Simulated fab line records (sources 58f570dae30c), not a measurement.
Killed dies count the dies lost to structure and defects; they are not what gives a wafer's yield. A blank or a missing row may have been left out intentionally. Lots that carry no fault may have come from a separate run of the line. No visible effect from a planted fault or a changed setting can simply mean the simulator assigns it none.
Which tool did it? || flow berkeley-cmos170 || at 1 step of a route of 331, 7 lots with 21 wafers sampled

WHAT EACH GAUGE READ, for each wafer
UCB170_V1_OVL_MEAS_13.
{"lot": "L616", "measured": "day 9 01:47", "on": "overlay-01", "V1_OVL (nm)": "-4 -7 -7"}
{"lot": "L618", "measured": "day 9 21:07", "on": "overlay-01", "V1_OVL (nm)": "0 1 0"}
{"lot": "L622", "measured": "day 9 21:40", "on": "overlay-01", "V1_OVL (nm)": "-3 5 9"}
{"lot": "L619", "measured": "day 9 22:13", "on": "overlay-02", "V1_OVL (nm)": "1 -2 1"}
{"lot": "L626", "measured": "day 11 04:01", "on": "overlay-01", "V1_OVL (nm)": "3 6 4"}
{"lot": "L631", "measured": "day 12 09:45", "on": "overlay-02", "V1_OVL (nm)": "7 8 0"}
{"lot": "L637", "measured": "day 13 04:16", "on": "overlay-02", "V1_OVL (nm)": "2 -1 -4"}

WHAT TOOL EACH LOT RAN ON (gives the tool, then ch and the chambers of the sampled wafers, and finally the start)
Before these readings, the record contains no process step.

THE ANSWER, worked out from the rows above alone
Rule: the usual values come from the lots themselves. The widest of any qualifying gaps counts: lots, ordered by their means at a reading, are off when they make up no more than a third of the lots, leave a main group of 4 or more, and stand apart from it by 3 or more times the standard deviation of that group's means. Not used: any main group whose means are identical at the precision the tables above print for the reading. Also off: a lot with no number at a reading for which 4 or more lots have one. Where the step has rows for the other lots, those lots are counted as sound.
Nothing can be told from this: no lot is off at any reading shown.

WHAT WAS PUT IN BY THE SIMULATOR
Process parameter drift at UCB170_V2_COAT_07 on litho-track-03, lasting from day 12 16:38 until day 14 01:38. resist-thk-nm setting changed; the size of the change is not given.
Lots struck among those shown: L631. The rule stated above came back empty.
